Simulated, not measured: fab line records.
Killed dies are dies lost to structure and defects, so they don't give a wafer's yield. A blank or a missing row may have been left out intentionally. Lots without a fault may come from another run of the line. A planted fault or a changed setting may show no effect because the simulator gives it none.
fab line records	flow ritCmos	part 1 of 2: steps 1 to 34 of 44
record: lots: 5	wafers: 15	lastDay: 7
route steps=202 shown PLDD@122 SPACER@125 NSD@131 PSD@142 SDANNEAL@153 NLDD@160 SILICIDE@161
lots that met no fault: from a run of the same line without faults
startH: hours from the record's opening day to when the first of the lot's shown wafers began	waitH: hours since the lot's step before	" as in the row above	L1.1+2: a single row standing in for several wafers	- no value, or no start was given	* or withheld: withheld	< > ~ a bound
route shown NAME@n: names a module that has steps shown in the file, with the first one's number in the route	usual: mean and standard deviation over wafers with no fault	same: alike in all rows	chamber/n: place in a boat	sites: per-site readings	_std_site: standard deviation of those values	_edge_site: mean of outer sites minus mean of inner sites	radiusMm: how far each site lies from the wafer's centre	mask NAME#n: copy n	behind: the last tool/chamber to shape the wafer	hold: reason for holding the lot/hours on hold/outcome of the hold	device: which transistor (n, p or np) failed to switch	end of line: the same wafers' tests at the end of the route	for a step that has no rows: nothing shown but its recipe	killed: not the wafer's yield, but the dies lost to structure and defects at the first sort	map: dies across one wafer; x = killed, . = not, _ = none there
set.NAME: the setting the step ran with; set.NAME@STEP: the setting that earlier step ran with	model.NAME: the simulator's own value behind a step, which no gauge read
lots at selected steps of the route; one table per step, one row per wafer
services: from which hour (startH, from the record's first day; less than 0 if before it) a tool's chamber was out of use, for how many hours, and why
== steps ==
step: RIT_PLDD_IMPLANT_08
recipe: species: BF2	energyKev: 20	doseCm2: 9e+14	tiltDeg: 7
lot.wafer	tool	chamber	startH	waitH
L076.1+3+5	implanter-01	0	54.50	0.1
L081.1+2+5	implanter-02	0	80.13	0.1
L090.1+2+6	implanter-02	0	123.89	0.1
L092.1+3+5	implanter-03	0	135.69	0.1
L095.1+5+6	implanter-02	0	150.05	0.1
step: RIT_PLDD_STRIP_09
recipe: chemistry: O2	timeS: 180	resist: NOVOLAK	platenTempC: withheld	powerW: 500	pressureMtorr: 4000	o2FlowSccm: 4000
usual: drypumpMotorCurrentA: 5.6/0.31
lot.wafer	tool	chamber	startH	waitH	drypumpMotorCurrentA	rfHoursCounterH
L076.1	plasmaAsher-04	0	54.65	0.1	5.5	22
L076.3	"	1	"	"	5.5	-
L076.5	"	0	"	"	5.5	-
L081.1	plasmaAsher-04	1	80.28	0.1	5.5	23
L081.2	"	0	"	"	5.6	23
L081.5	"	0	"	"	5.6	-
L090.1	plasmaAsher-01	0	124.04	0.1	5.4	52
L090.2	"	1	"	"	4.8	52
L090.6	"	1	"	"	4.8	-
L092.1	plasmaAsher-04	0	135.84	0.1	5.6	30
L092.3	"	0	"	"	5.6	-
L092.5	"	1	"	"	5.5	-
L095.1	plasmaAsher-04	0	150.20	0.1	5.6	31
L095.5	"	1	"	"	5.5	-
L095.6	"	0	"	"	5.5	-
step: RIT_PLDD_TW_MEAS_10
usual: PLDD_TW: 2354/15
lot.wafer	tool	chamber	startH	waitH	PLDD_TW
L076.1	filmMetro-04	-	54.83	0.1	2371
L076.3	"	-	"	"	2363
L076.5	"	-	"	"	2362
L081.1	filmMetro-02	-	80.45	0.1	2328
L081.2	"	-	"	"	2329
L081.5	"	-	"	"	2337
L090.1	filmMetro-02	-	124.21	0.1	2337
L090.2	"	-	"	"	2340
L090.6	"	-	"	"	2338
L092.1	filmMetro-02	-	136.01	0.1	2332
L092.3	"	-	"	"	2327
L092.5	"	-	"	"	2335
L095.1	filmMetro-03	-	150.38	0.1	2353
L095.5	"	-	"	"	2372
L095.6	"	-	"	"	2355
step: RIT_SPACER_CLEAN_00
recipe: chemistry: SC1	mix: 3:3:50	timeS: 600	tempC: 75
lot.wafer	tool	chamber	startH	waitH
L076.1+3+5	wetBench-04	3	54.89	0.1
L081.1+2+5	wetBench-01	1	80.51	0.1
L090.1+2+6	wetBench-02	0	124.27	0.1
L092.1+3+5	wetBench-04	1	136.07	0.1
L095.1+5+6	wetBench-01	1	150.44	0.1
step: RIT_SPACER_CLEAN_01
recipe: chemistry: dHF	dilution: 50:1	timeS: 30
lot.wafer	tool	chamber	startH	waitH
L076.1+3+5	wetBench-02	0	55.06	0.0
L081.1+2+5	wetBench-02	2	80.69	0.0
L090.1+2+6	wetBench-01	1	124.46	0.0
L092.1+3+5	wetBench-02	3	136.25	0.0
L095.1+5+6	wetBench-02	3	150.64	0.0
step: RIT_SPACER_CLEAN_02
recipe: chemistry: SC2	mix: 3:3:50	timeS: 600	tempC: 75	dry: n2Spin
lot.wafer	tool	chamber	startH	waitH
L076.1+3+5	wetBench-04	2	55.08	0.0
L081.1+2+5	wetBench-01	2	80.70	0.0
L090.1+2+6	wetBench-02	0	124.48	0.0
L092.1+3+5	wetBench-01	3	136.27	0.0
L095.1+5+6	wetBench-01	1	150.66	0.0
step: RIT_SPACER_CVD_03
recipe: material: Si3N4	targetThkNm: 250	tempC: 810	precursor: SiH2Cl2/NH3	timeS: 3300	pressureMtorr: 289.8	sih2cl2FlowSccm: 60	nh3FlowSccm: 150
lot.wafer	tool	chamber	startH	waitH
L076.1+3+5	lpcvd-02	0	55.25	0.0
L081.1+2+5	lpcvd-01	0	80.88	0.0
L090.1+2+6	lpcvd-01	1	124.67	0.0
L092.1+3+5	lpcvd-01	0	136.44	0.0
L095.1+5+6	lpcvd-02	0	150.87	0.0
step: RIT_SPACER_THK_MEAS_04
recipe: reads: Si3N4_of_SPACER_CVD_03
usual: SPACER_NITRIDE_THK: 245.4/2.1
lot.wafer	tool	chamber	startH	waitH	SPACER_NITRIDE_THK[nm]
L076.1	filmMetro-02	-	57.17	0.0	245.3
L076.3	"	-	"	"	244.8
L076.5	"	-	"	"	245.4
L081.1	filmMetro-02	-	82.80	0.0	246.1
L081.2	"	-	"	"	245.1
L081.5	"	-	"	"	247.1
L090.1	filmMetro-02	-	126.59	0.0	246.2
L090.2	"	-	"	"	246.1
L090.6	"	-	"	"	246.4
L092.1	filmMetro-03	-	138.36	0.0	247.2
L092.3	"	-	"	"	248.7
L092.5	"	-	"	"	246.3
L095.1	filmMetro-03	-	152.79	0.0	242.4
L095.5	"	-	"	"	242.5
L095.6	"	-	"	"	242.9
step: RIT_SPACER_ETCHBACK_05
recipe: targetDepthA: 2500	SF6_flow_sccm: 30	CHF3_flow_sccm: 30	target: Si3N4	chemistry: SF6/CHF3	pressureMtorr: 40	rfW: 250	timeS: 240	stopOn: SiO2
usual: drypumpMotorCurrentA: 5.5/0.48	oesProductAu: 0.833/0.016	rfFwdPowerW: 249.2/0.75	throttleValvePct: 10.21/0.15
lot.wafer	tool	chamber	startH	waitH	drypumpMotorCurrentA	oesProductAu	rfFwdPowerW	rfHoursCounterH	throttleValvePct
L076.1	rieDiel-01	0	57.23	0.1	5.7	0.812	249.7	108	10.08
L076.3	"	3	"	"	4.9	0.816	249.5	165	10.32
L076.5	"	1	"	"	5.3	0.840	250.2	-	10.19
L081.1	rieDiel-03	3	82.86	0.1	6.1	0.848	249.2	111	10.15
L081.2	"	1	"	"	4.6	0.819	249.4	152	10.03
L081.5	"	0	"	"	5.7	0.837	249.7	-	10.08
L090.1	rieDiel-01	0	126.65	0.1	5.7	0.810	249.6	110	10.07
L090.2	"	2	"	"	5.2	0.831	250.3	114	10.27
L090.6	"	2	"	"	5.2	0.829	250.1	-	10.24
L092.1	rieDiel-03	3	138.42	0.1	6.0	0.844	248.8	112	10.16
L092.3	"	0	"	"	5.7	0.847	248.4	122	10.07
L092.5	"	2	"	"	6.1	0.826	249.8	-	10.37
L095.1	rieDiel-03	3	152.85	0.1	6.0	0.838	249.0	112	10.15
L095.5	"	0	"	"	5.7	0.827	248.8	-	10.07
L095.6	"	1	"	"	4.6	0.823	249.5	-	10.05
step: RIT_NSD_HMDS_00
recipe: primeTimeS: 60	primeTempC: 140
same: primeTimeS: 60
lot.wafer	tool	chamber	startH	waitH
L076.1+3+5	lithoTrack-02	0	57.46	0.2
L081.1+2+5	lithoTrack-02	0	83.01	0.1
L090.1+2+6	lithoTrack-02	0	126.80	0.1
L092.1+3+5	lithoTrack-04	0	138.57	0.1
L095.1+5+6	lithoTrack-01	0	153.00	0.1
step: RIT_NSD_COAT_01
recipe: resist: NOVOLAK	spinRpm: 3250	resistThkNm: 1000
usual: dispensePressureKPa: 46.0/2.4
lot.wafer	tool	chamber	startH	waitH	dispensePressureKPa
L076.1	lithoTrack-02	0	57.61	0.1	48.0
L076.3	"	0	"	"	48.0
L076.5	"	0	"	"	48.0
L081.1	lithoTrack-02	0	83.16	0.1	48.0
L081.2	"	0	"	"	48.0
L081.5	"	0	"	"	47.9
L090.1	lithoTrack-02	0	126.95	0.1	48.0
L090.2	"	0	"	"	47.9
L090.6	"	0	"	"	48.0
L092.1	lithoTrack-04	0	138.72	0.1	47.3
L092.3	"	0	"	"	47.4
L092.5	"	0	"	"	47.3
L095.1	lithoTrack-01	0	153.15	0.1	42.7
L095.5	"	0	"	"	42.7
L095.6	"	0	"	"	42.7
step: RIT_NSD_SOFTBAKE_02
recipe: resist: NOVOLAK	tempC: 90	timeS: 60
usual: plateTempC: 89.98/0.13
lot.wafer	tool	chamber	startH	waitH	plateTempC
L076.1	lithoTrack-02	0	57.76	0.1	89.82
L076.3	"	0	"	"	89.89
L076.5	"	0	"	"	89.86
L081.1	lithoTrack-02	0	83.31	0.1	90.23
L081.2	"	0	"	"	90.13
L081.5	"	0	"	"	90.24
L090.1	lithoTrack-02	0	127.10	0.1	89.82
L090.2	"	0	"	"	89.87
L090.6	"	0	"	"	89.87
L092.1	lithoTrack-04	0	138.87	0.1	90.05
L092.3	"	0	"	"	90.02
L092.5	"	0	"	"	89.96
L095.1	lithoTrack-01	0	153.30	0.1	89.84
L095.5	"	0	"	"	89.92
L095.6	"	0	"	"	90.06
step: RIT_NSD_EXPOSE_03
recipe: maskId: M9	na: 0.57	targetCdNm: 40700	doseMj: 250
lot.wafer	tool	chamber	startH	waitH	mask
L076.1+3+5	ilineStepper-01	0	57.91	0.1	M9#0
L081.1+2+5	ilineStepper-01	0	83.62	0.3	M9#0
L090.1+2+6	ilineStepper-01	0	127.25	0.1	M9#0
L092.1+3+5	ilineStepper-02	0	139.02	0.1	M9#0
L095.1+5+6	ilineStepper-02	0	153.57	0.2	M9#0
step: RIT_NSD_PEB_04
recipe: resist: NOVOLAK	tempC: withheld	timeS: withheld
lot.wafer	tool	chamber	startH	waitH
L076.1+3+5	lithoTrack-02	0	58.03	0.1
L081.1+2+5	lithoTrack-02	0	83.74	0.1
L090.1+2+6	lithoTrack-02	0	127.36	0.1
L092.1+3+5	lithoTrack-02	0	139.13	0.1
L095.1+5+6	lithoTrack-04	0	153.69	0.1
step: RIT_NSD_DEVELOP_05
recipe: resist: NOVOLAK	developTimeS: 50	devTempC: 23
lot.wafer	tool	chamber	startH	waitH
L076.1+3+5	lithoTrack-02	0	-	-
L081.1+2+5	lithoTrack-02	0	-	-
L090.1+2+6	lithoTrack-02	0	-	-
L092.1+3+5	lithoTrack-02	0	-	-
L095.1+5+6	lithoTrack-04	0	-	-
step: RIT_NSD_OVL_MEAS_06
usual: NSD_OVL: -0.2/1.3
lot.wafer	tool	chamber	startH	waitH	NSD_OVL[nm]
L076.1	overlay-02	-	58.31	-	-1.3
L076.3	"	-	"	"	-2.3
L076.5	"	-	"	"	-2.8
L081.1	overlay-02	-	84.02	-	-1.9
L081.2	"	-	"	"	-1.2
L081.5	"	-	"	"	-1.8
L090.1	overlay-02	-	127.65	-	-0.5
L090.2	"	-	"	"	-0.9
L090.6	"	-	"	"	-2.0
L092.1	overlay-01	-	139.42	-	-1.1
L092.3	"	-	"	"	2.4
L092.5	"	-	"	"	0.3
L095.1	overlay-02	-	153.97	-	0.9
L095.5	"	-	"	"	1.3
L095.6	"	-	"	"	1.7
step: RIT_NSD_HARDBAKE_07
recipe: resist: NOVOLAK	tempC: 140	timeS: 60
usual: plateTempC: 139.98/0.14
lot.wafer	tool	chamber	startH	waitH	plateTempC
L076.1	lithoTrack-04	0	58.35	0.0	140.16
L076.3	"	0	"	"	139.96
L076.5	"	0	"	"	140.06
L081.1	lithoTrack-02	0	84.06	0.0	140.04
L081.2	"	0	"	"	139.96
L081.5	"	0	"	"	140.25
L090.1	lithoTrack-04	0	127.68	0.0	139.70
L090.2	"	0	"	"	139.59
L090.6	"	0	"	"	139.85
L092.1	lithoTrack-02	0	139.45	0.0	140.06
L092.3	"	0	"	"	139.93
L092.5	"	0	"	"	140.00
L095.1	lithoTrack-02	0	154.09	0.1	139.97
L095.5	"	0	"	"	140.17
L095.6	"	0	"	"	140.29
step: RIT_NSD_IMPLANT_08
recipe: species: P	energyKev: 25	doseCm2: 1e+15	tiltDeg: 7
lot.wafer	tool	chamber	startH	waitH
L076.1+3+5	implanter-01	0	58.50	0.1
L081.1+2+5	implanter-02	0	84.21	0.1
L090.1+2+6	implanter-04	0	127.83	0.1
L092.1+3+5	implanter-01	0	139.60	0.1
L095.1+5+6	implanter-01	0	154.24	0.1
step: RIT_NSD_STRIP_09
recipe: chemistry: O2	timeS: 180	resist: NOVOLAK	platenTempC: withheld	powerW: 500	pressureMtorr: 4000	o2FlowSccm: 4000
usual: drypumpMotorCurrentA: 5.7/0.3
lot.wafer	tool	chamber	startH	waitH	drypumpMotorCurrentA	rfHoursCounterH
L076.1	plasmaAsher-03	1	58.65	0.1	5.9	44
L076.3	"	0	"	"	5.0	-
L076.5	"	0	"	"	5.0	-
L081.1	plasmaAsher-04	0	84.36	0.1	5.6	24
L081.2	"	1	"	"	5.5	24
L081.5	"	0	"	"	5.6	-
L090.1	plasmaAsher-04	0	127.98	0.1	5.5	29
L090.2	"	1	"	"	5.5	29
L090.6	"	0	"	"	5.6	-
L092.1	plasmaAsher-02	1	139.75	0.1	6.0	2
L092.3	"	1	"	"	6.0	-
L092.5	"	1	"	"	6.0	-
L095.1	plasmaAsher-04	0	154.39	0.1	5.6	31
L095.5	"	1	"	"	5.5	-
L095.6	"	0	"	"	5.6	-
step: RIT_NSD_TW_MEAS_10
usual: NSD_TW: 3127/21
lot.wafer	tool	chamber	startH	waitH	NSD_TW
L076.1	filmMetro-03	-	58.82	0.1	3142
L076.3	"	-	"	"	3146
L076.5	"	-	"	"	3128
L081.1	filmMetro-02	-	84.53	0.1	3095
L081.2	"	-	"	"	3093
L081.5	"	-	"	"	3103
L090.1	filmMetro-03	-	128.16	0.1	3148
L090.2	"	-	"	"	3137
L090.6	"	-	"	"	3144
L092.1	filmMetro-02	-	139.93	0.1	3097
L092.3	"	-	"	"	3095
L092.5	"	-	"	"	3103
L095.1	filmMetro-03	-	154.56	0.1	3152
L095.5	"	-	"	"	3127
L095.6	"	-	"	"	3131
step: RIT_PSD_HMDS_00
recipe: primeTimeS: 60	primeTempC: 140
same: primeTimeS: 60
lot.wafer	tool	chamber	startH	waitH
L076.1+3+5	lithoTrack-03	0	58.88	0.1
L081.1+2+5	lithoTrack-03	0	84.59	0.1
L090.1+2+6	lithoTrack-02	0	128.22	0.1
L092.1+3+5	lithoTrack-02	0	139.99	0.1
L095.1+5+6	lithoTrack-04	0	154.62	0.1
step: RIT_PSD_COAT_01
recipe: resist: NOVOLAK	spinRpm: 3250	resistThkNm: 1000
usual: dispensePressureKPa: 47.3/0.51
lot.wafer	tool	chamber	startH	waitH	dispensePressureKPa
L076.1	lithoTrack-03	0	59.03	0.1	46.8
L076.3	"	0	"	"	46.8
L076.5	"	0	"	"	46.8
L081.1	lithoTrack-03	0	84.74	0.1	46.8
L081.2	"	0	"	"	46.8
L081.5	"	0	"	"	46.8
L090.1	lithoTrack-02	0	128.37	0.1	48.0
L090.2	"	0	"	"	48.0
L090.6	"	0	"	"	47.9
L092.1	lithoTrack-02	0	140.14	0.1	48.0
L092.3	"	0	"	"	48.0
L092.5	"	0	"	"	48.0
L095.1	lithoTrack-04	0	154.77	0.1	47.3
L095.5	"	0	"	"	47.3
L095.6	"	0	"	"	47.3
step: RIT_PSD_SOFTBAKE_02
recipe: resist: NOVOLAK	tempC: 90	timeS: 60
usual: plateTempC: 89.97/0.13
lot.wafer	tool	chamber	startH	waitH	plateTempC
L076.1	lithoTrack-03	0	59.18	0.1	90.05
L076.3	"	0	"	"	89.82
L076.5	"	0	"	"	90.08
L081.1	lithoTrack-03	0	84.89	0.1	90.01
L081.2	"	0	"	"	89.94
L081.5	"	0	"	"	89.87
L090.1	lithoTrack-02	0	128.52	0.1	89.92
L090.2	"	0	"	"	90.01
L090.6	"	0	"	"	90.10
L092.1	lithoTrack-02	0	140.29	0.1	89.79
L092.3	"	0	"	"	89.88
L092.5	"	0	"	"	89.88
L095.1	lithoTrack-04	0	154.92	0.1	89.91
L095.5	"	0	"	"	89.98
L095.6	"	0	"	"	89.98
step: RIT_PSD_EXPOSE_03
recipe: maskId: M10	na: 0.57	targetCdNm: 40900	doseMj: 250
lot.wafer	tool	chamber	startH	waitH	mask
L076.1+3+5	ilineStepper-01	0	59.46	0.2	M10#0
L081.1+2+5	ilineStepper-01	0	85.05	0.1	M10#0
L090.1+2+6	ilineStepper-02	0	128.79	0.2	M10#0
L092.1+3+5	ilineStepper-01	0	140.56	0.2	M10#0
L095.1+5+6	ilineStepper-01	0	155.07	0.1	M10#0
step: RIT_PSD_PEB_04
recipe: resist: NOVOLAK	tempC: withheld	timeS: withheld
lot.wafer	tool	chamber	startH	waitH
L076.1+3+5	lithoTrack-04	0	59.57	0.1
L081.1+2+5	lithoTrack-02	0	85.30	0.2
L090.1+2+6	lithoTrack-04	0	128.91	0.1
L092.1+3+5	lithoTrack-03	0	140.74	0.2
L095.1+5+6	lithoTrack-04	0	155.19	0.1
step: RIT_PSD_DEVELOP_05
recipe: resist: NOVOLAK	developTimeS: 50	devTempC: 23
lot.wafer	tool	chamber	startH	waitH
L076.1+3+5	lithoTrack-04	0	-	-
L081.1+2+5	lithoTrack-02	0	-	-
L090.1+2+6	lithoTrack-04	0	-	-
L092.1+3+5	lithoTrack-03	0	-	-
L095.1+5+6	lithoTrack-04	0	-	-
step: RIT_PSD_OVL_MEAS_06
usual: PSD_OVL: 0.5/1.5
lot.wafer	tool	chamber	startH	waitH	PSD_OVL[nm]
L076.1	overlay-02	-	59.86	-	-0.2
L076.3	"	-	"	"	-1.5
L076.5	"	-	"	"	0.4
L081.1	overlay-01	-	85.59	-	1.9
L081.2	"	-	"	"	2.7
L081.5	"	-	"	"	1.8
L090.1	overlay-02	-	129.19	-	2.8
L090.2	"	-	"	"	2.8
L090.6	"	-	"	"	2.6
L092.1	overlay-01	-	141.02	-	1.4
L092.3	"	-	"	"	0.8
L092.5	"	-	"	"	1.8
L095.1	overlay-02	-	155.47	-	0.7
L095.5	"	-	"	"	0.9
L095.6	"	-	"	"	2.0
step: RIT_PSD_HARDBAKE_07
recipe: resist: NOVOLAK	tempC: 140	timeS: 60
usual: plateTempC: 140.00/0.13
lot.wafer	tool	chamber	startH	waitH	plateTempC
L076.1	lithoTrack-04	0	59.89	0.0	140.03
L076.3	"	0	"	"	140.15
L076.5	"	0	"	"	140.10
L081.1	lithoTrack-04	0	85.67	0.1	140.03
L081.2	"	0	"	"	140.16
L081.5	"	0	"	"	139.83
L090.1	lithoTrack-04	0	129.23	0.0	140.14
L090.2	"	0	"	"	140.02
L090.6	"	0	"	"	139.96
L092.1	lithoTrack-02	0	141.08	0.1	140.36
L092.3	"	0	"	"	140.02
L092.5	"	0	"	"	140.28
L095.1	lithoTrack-02	0	155.51	0.0	139.94
L095.5	"	0	"	"	139.91
L095.6	"	0	"	"	139.99
step: RIT_PSD_IMPLANT_08
recipe: species: BF2	energyKev: 27	doseCm2: 4.93e+15	tiltDeg: 7
lot.wafer	tool	chamber	startH	waitH
L076.1+3+5	implanter-03	0	60.04	0.1
L081.1+2+5	implanter-04	0	85.82	0.1
L090.1+2+6	implanter-03	0	129.38	0.1
L092.1+3+5	implanter-01	0	141.23	0.1
L095.1+5+6	implanter-04	0	155.66	0.1
step: RIT_PSD_STRIP_09
recipe: chemistry: O2	timeS: 180	resist: NOVOLAK	platenTempC: withheld	powerW: 500	pressureMtorr: 4000	o2FlowSccm: 4000
usual: drypumpMotorCurrentA: 5.3/0.4
lot.wafer	tool	chamber	startH	waitH	drypumpMotorCurrentA	rfHoursCounterH
L076.1	plasmaAsher-01	1	60.19	0.1	4.8	43
L076.3	"	0	"	"	5.4	-
L076.5	"	0	"	"	5.4	-
L081.1	plasmaAsher-01	1	85.97	0.1	4.8	47
L081.2	"	0	"	"	5.4	47
L081.5	"	0	"	"	5.4	-
L090.1	plasmaAsher-01	1	129.53	0.1	4.8	52
L090.2	"	0	"	"	5.4	52
L090.6	"	0	"	"	5.4	-
L092.1	plasmaAsher-04	0	141.38	0.1	5.6	30
L092.3	"	1	"	"	5.6	-
L092.5	"	1	"	"	5.5	-
L095.1	plasmaAsher-03	1	155.81	0.1	6.0	54
L095.5	"	1	"	"	5.9	-
L095.6	"	0	"	"	5.0	-
step: RIT_PSD_TW_MEAS_10
usual: PSD_TW: 3437/24
lot.wafer	tool	chamber	startH	waitH	PSD_TW
L076.1	filmMetro-03	-	60.37	0.1	3456
L076.3	"	-	"	"	3446
L076.5	"	-	"	"	3435
L081.1	filmMetro-02	-	86.14	0.1	3411
L081.2	"	-	"	"	3391
L081.5	"	-	"	"	3374
L090.1	filmMetro-02	-	129.70	0.1	3409
L090.2	"	-	"	"	3398
L090.6	"	-	"	"	3407
L092.1	filmMetro-03	-	141.55	0.1	3457
L092.3	"	-	"	"	3453
L092.5	"	-	"	"	3458
L095.1	filmMetro-03	-	155.98	0.1	3444
L095.5	"	-	"	"	3442
L095.6	"	-	"	"	3457
step: RIT_SDANNEAL_CLEAN_00
recipe: chemistry: SC1	mix: 3:3:50	timeS: 600	tempC: 75
lot.wafer	tool	chamber	startH	waitH
L076.1+3+5	wetBench-03	2	60.43	0.1
L081.1+2+5	wetBench-02	0	86.20	0.1
L090.1+2+6	wetBench-02	1	129.76	0.1
L092.1+3+5	wetBench-03	1	141.61	0.1
L095.1+5+6	wetBench-03	0	156.04	0.1
step: RIT_SDANNEAL_CLEAN_01
recipe: chemistry: dHF	dilution: 50:1	timeS: 29.45
lot.wafer	tool	chamber	startH	waitH
L076.1+3+5	wetBench-04	0	60.60	0.0
L081.1+2+5	wetBench-03	0	86.38	0.0
L090.1+2+6	wetBench-03	1	129.97	0.0
L092.1+3+5	wetBench-04	1	141.81	0.0
L095.1+5+6	wetBench-04	1	156.42	0.0
step: RIT_SDANNEAL_CLEAN_02
recipe: chemistry: SC2	mix: 3:3:50	timeS: 600	tempC: 75	dry: n2Spin
lot.wafer	tool	chamber	startH	waitH
L076.1+3+5	wetBench-03	1	60.62	0.0
L081.1+2+5	wetBench-02	0	86.39	0.0
L090.1+2+6	wetBench-02	0	129.99	0.0
L092.1+3+5	wetBench-03	3	141.82	0.0
L095.1+5+6	wetBench-03	2	156.44	0.0
